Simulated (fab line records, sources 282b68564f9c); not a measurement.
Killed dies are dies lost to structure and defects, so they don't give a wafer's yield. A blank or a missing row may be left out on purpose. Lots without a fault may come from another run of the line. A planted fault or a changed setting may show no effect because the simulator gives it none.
Which tool did it? | flow rit_cmos | 14 lots, 42 wafers sampled, at 2 steps of a route of 202

WHAT THE GAUGES READ, wafer by wafer
The record holds no reading of a measuring or inspecting step that can be judged against a usual standard deviation.

WHICH TOOL RAN EACH LOT (tool, then ch and the chambers of the sampled wafers, then the start)
lot  | RIT_PLDD_SOFTBAKE_02             | RIT_M1_PROBE_99
L843 | litho_track-04 ch 0, day 2 22:31 | -
L844 | litho_track-02 ch 0, day 3 00:56 | -
L845 | litho_track-02 ch 0, day 3 09:34 | -
L848 | litho_track-01 ch 0, day 3 21:23 | -
L850 | litho_track-01 ch 0, day 4 05:48 | -
L851 | litho_track-02 ch 0, day 4 13:43 | -
L852 | litho_track-02 ch 0, day 4 21:14 | -
L853 | litho_track-04 ch 0, day 5 00:25 | -
L859 | litho_track-01 ch 0, day 6 06:18 | -
L860 | litho_track-01 ch 0, day 6 09:28 | -
L861 | litho_track-04 ch 0, day 6 16:58 | prober-01, day 7 08:37
L863 | litho_track-01 ch 0, day 7 02:40 | -
L865 | litho_track-02 ch 0, day 7 13:01 | prober-01, day 8 06:17
L866 | litho_track-01 ch 0, day 7 19:29 | prober-02, day 8 10:37
- RIT_PLDD_SOFTBAKE_02: time 60 s.
- RIT_M1_PROBE_99

WHAT THE TOOLS THEMSELVES READ (means of the sampled wafers that have a number; where no wafer has one, the mark that the record gives instead)
RIT_PLDD_SOFTBAKE_02.
lot  | tool           | plate_temp_C (C) | run_length_s (s)
L843 | litho_track-04 | 90.13            | 89.46
L844 | litho_track-02 | 90.00            | 89.18
L845 | litho_track-02 | 89.93            | 89.09
L848 | litho_track-01 | 90.00            | 89.02
L850 | litho_track-01 | 89.92            | 89.03
L851 | litho_track-02 | 89.86            | 98.47
L852 | litho_track-02 | 90.00            | 98.50
L853 | litho_track-04 | 89.86            | 89.49
L859 | litho_track-01 | 89.99            | 88.91
L860 | litho_track-01 | 89.95            | 88.92
L861 | litho_track-04 | 89.91            | 89.35
L863 | litho_track-01 | 90.12            | 89.00
L865 | litho_track-02 | 90.15            | 89.10
L866 | litho_track-01 | 90.05            | 88.95

RIT_M1_PROBE_99.
lot  | tool      | killed_at_M0_to_M3 | killed_at_contacts | killed_at_front_end | killed_dies | killed_open | killed_short
L861 | prober-01 | 0.0                | 0.0                | 6                   | 6           | 2.3         | 3.7
L865 | prober-01 | 0.0                | 0.0                | 7                   | 7           | 3.7         | 3.3
L866 | prober-02 | 0.0                | 0.0                | 10                  | 10          | 4.0         | 5.7

THE ANSWER, worked out from the rows above alone
Rule: what is usual is taken from the lots themselves. Put in order of their means at a reading, lots are off if they are a third of the lots or fewer, leave a main group of 4 or more, and stand apart from it by a gap of 3 or more times the standard deviation of the main group's means; of several such gaps the widest counts. A main group whose means are all the same, to the digits that the tables above print for the reading, isn't used. A lot without any number at a reading at which 4 lots or more have one is off too. The other lots that the step has rows for count as sound. The gauges are gone through in route order, then the tools' own readings, and for those a lot's mean is taken as printed above. The first step at which some lot is off is used, and at that step the reading that is off furthest; a lot without a number counts as furthest.
Off: L851, L852, at RIT_PLDD_SOFTBAKE_02 (run_length_s). The main group: mean 89.12 s, standard deviation 0.19.
A tool fits if, at that step or a process step before it, it ran every lot that is off, and no sound lot after the first of them. None of those tried fits.

WHAT THE SIMULATOR HAD PUT IN
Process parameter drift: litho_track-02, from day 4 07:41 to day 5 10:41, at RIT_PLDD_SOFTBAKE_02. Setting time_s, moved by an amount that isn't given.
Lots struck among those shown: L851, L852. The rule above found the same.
